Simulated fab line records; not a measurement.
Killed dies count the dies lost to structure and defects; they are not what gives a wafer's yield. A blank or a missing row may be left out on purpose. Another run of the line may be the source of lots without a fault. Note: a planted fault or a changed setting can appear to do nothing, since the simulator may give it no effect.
A struck lot beside a sound one	flow rit_cmos	43 out of 202 route steps
Sound: the wafers L872.1, L872.2, L872.5. Struck: wafers L874.2, L874.3, L874.6. The cause is given at the end.
At each step with rows: each side's tool, then ch and its chambers, then its first start. Under that, the readings that differ: sound wafers	struck wafers	difference of the means	sigmas: that difference in standard deviations of wafers without a fault.
alike: readings whose means differ by less than 2 such deviations, and words and numbers that are the same on both sides. not compared: withheld readings, readings that some wafer has no value for, bounds like >300 that may hide the same value, and numbers for which the record gives no deviation and whose values overlap.
Wherever a step has rows on one side only, a row that says differs or no value, or a row with sigmas, the two part there. Numbers that don't overlap but have no deviation are shown without sigmas and don't part them. A reading missing from all wafers of one side parts the sides only when that side holds two or more wafers.

first, 4 steps without rows for these wafers: RIT_ACTIVE_SOFTBAKE_07 (time 60 s); RIT_ACTIVE_EXPOSE_08 (exposes mask M1, target cd 1400 nm); RIT_ACTIVE_PEB_09; RIT_ACTIVE_DEVELOP_10 (develop time 50 s).
RIT_ACTIVE_CD_MEAS_11: target cd 1400 nm.
  struck on cd_sem-01, day 2 12:52; sound on cd_sem-01, day 2 02:02
  alike: cd_nm
then, 1 step without rows for these wafers: RIT_ACTIVE_HARDBAKE_12 (time 60 s).
RIT_ACTIVE_ETCH_13: etches Si3N4 in SF6, stops on SiO2, time 210 s, target depth 210 nm.
  sound on rie_diel-02 ch 1,2,3, day 2 02:19; struck on rie_diel-01 ch 0,3, day 2 13:07
  alike: chamber_pressure_mTorr, drypump_motor_current_A, oes_product_au, throttle_valve_pct
  not compared: rf_hours_counter_h
RIT_ACTIVE_STRIP_14: strips in O2, time 180 s.
  sound on plasma_asher-02 ch 0,1, day 2 02:27; struck on plasma_asher-03 ch 0,1, day 2 13:14
reading	sound	struck	difference	sigmas
drypump_motor_current_A (A)	6.4 6.4 6.4	5.1 5.1 5.2	-1.3	-2
  alike: chamber_pressure_mTorr
  not compared: rf_hours_counter_h
RIT_ACTIVE_CD_MEAS_90: target cd 1400 nm.
  struck on cd_sem-01, day 2 13:27; sound on cd_sem-02, day 2 02:37
  alike: cd_nm
then, 3 steps without rows for these wafers: RIT_ACTIVE_CLEAN_15 (cleans in SC1, time 600 s); RIT_ACTIVE_CLEAN_16 (cleans in dHF, time 30.51 s); RIT_ACTIVE_CLEAN_17 (cleans in SC2, time 600 s).
RIT_FOX1_OXIDATION_00: target thk 350.7 nm, ox time 1130 s.
  sound on furnace-01 ch 0, day 2 08:26; struck on furnace-04 ch 0, day 2 14:07
  alike: ox_temp_c
RIT_FOX1_THK_MEAS_01:
  struck on film_metro-04, day 2 15:26; sound on film_metro-03, day 2 09:46
  alike: FOX1_OXIDE_THK
then, 2 steps without rows for these wafers: RIT_FOX1_WET_ETCH_02 (etches SiO2 in BOE, target depth 350 nm, time 390 s); RIT_FOX2_OXIDATION_00 (target thk 350.7 nm, ox time 1130 s).
RIT_FOX2_THK_MEAS_01:
  struck on film_metro-02, day 2 16:56; sound on film_metro-01, day 2 11:44
reading	sound	struck	difference	sigmas
FOX2_OXIDE_THK (nm)	340 349 348	370 372 362	+22	+3
then, 2 steps without rows for these wafers: RIT_FOX2_CLEAN_02 (cleans in dHF, time 180 s); RIT_FOX2_WET_ETCH_03 (etches Si3N4 in H3PO4, target depth 195 nm, time 2700 s).
RIT_FOX2_THK_MEAS_90:
  struck on film_metro-01, day 2 17:49; sound on film_metro-02, day 2 12:40
reading	sound	struck	difference	sigmas
FIELD_OXIDE_LEFT_1_THK (nm)	313 321 321	343 345 335	+23	+4
then, 6 steps without rows for these wafers: RIT_NWELL_HMDS_00 (prime time 61.17 s); RIT_NWELL_COAT_01 (resist thk 1300 nm); RIT_NWELL_SOFTBAKE_02 (time 60 s); RIT_NWELL_EXPOSE_03 (exposes mask M2, target cd 43900 nm); RIT_NWELL_PEB_04; RIT_NWELL_DEVELOP_05 (develop time 68 s).
RIT_NWELL_OVL_MEAS_06:
  struck on overlay-02, day 2 18:50; sound on overlay-01, day 2 13:37
reading	sound	struck	difference	sigmas
NWELL_OVL (nm)	-2.7 -3.2 -2.9	0.1 0.3 1.0	+3.4	+3
then, 2 steps without rows for these wafers: RIT_NWELL_HARDBAKE_07 (time 120 s); RIT_NWELL_IMPLANT_08.
RIT_NWELL_STRIP_09: strips in O2, time 180 s.
  sound on plasma_asher-04 ch 0,1, day 2 14:03; struck on plasma_asher-04 ch 0,1, day 2 19:25
  alike: chamber_pressure_mTorr, drypump_motor_current_A
  not compared: rf_hours_counter_h
RIT_NWELL_TW_MEAS_10:
  struck on film_metro-04, day 2 19:36; sound on film_metro-04, day 2 14:13
  alike: NWELL_TW
then, 6 steps without rows for these wafers: RIT_PWELL_HMDS_00 (prime time 60 s); RIT_PWELL_COAT_01 (resist thk 1300 nm); RIT_PWELL_SOFTBAKE_02 (time 58.85 s); RIT_PWELL_EXPOSE_03 (exposes mask M3, target cd 43700 nm); RIT_PWELL_PEB_04; RIT_PWELL_DEVELOP_05 (develop time 68 s).
RIT_PWELL_OVL_MEAS_06:
  struck on overlay-01, day 2 20:40; sound on overlay-02, day 2 15:17
  alike: PWELL_OVL
then, 2 steps without rows for these wafers: RIT_PWELL_HARDBAKE_07 (time 120 s); RIT_PWELL_IMPLANT_08.
RIT_PWELL_STRIP_09: strips in O2, time 180 s.
  sound on plasma_asher-04 ch 0,1, day 2 15:44; struck on plasma_asher-03 ch 0,1, day 2 21:05
reading	sound	struck	difference	sigmas
drypump_motor_current_A (A)	6.0 6.0 6.0	5.1 5.2 5.1	-0.9	-2
  alike: chamber_pressure_mTorr
  not compared: rf_hours_counter_h
RIT_PWELL_TW_MEAS_10:
  struck on film_metro-01, day 2 21:16; sound on film_metro-01, day 2 15:54
  alike: PWELL_TW
RIT_M1_PROBE_99:
  struck on prober-02, day 4 15:47; sound on prober-02, day 4 04:25
reading	sound	struck	difference	sigmas
killed_at_front_end	8 8 7	74 81 73	+68	+24
killed_dies	8 8 7	74 81 74	+69	+25
killed_on_rim	2 2 2	15 15 21	+15	+11
  alike: killed_at_contacts, killed_open, killed_short

WHERE THEY PART
Last at RIT_M1_PROBE_99 as far as this record goes, first at RIT_ACTIVE_STRIP_14.

WHY: what had been put in by the simulator
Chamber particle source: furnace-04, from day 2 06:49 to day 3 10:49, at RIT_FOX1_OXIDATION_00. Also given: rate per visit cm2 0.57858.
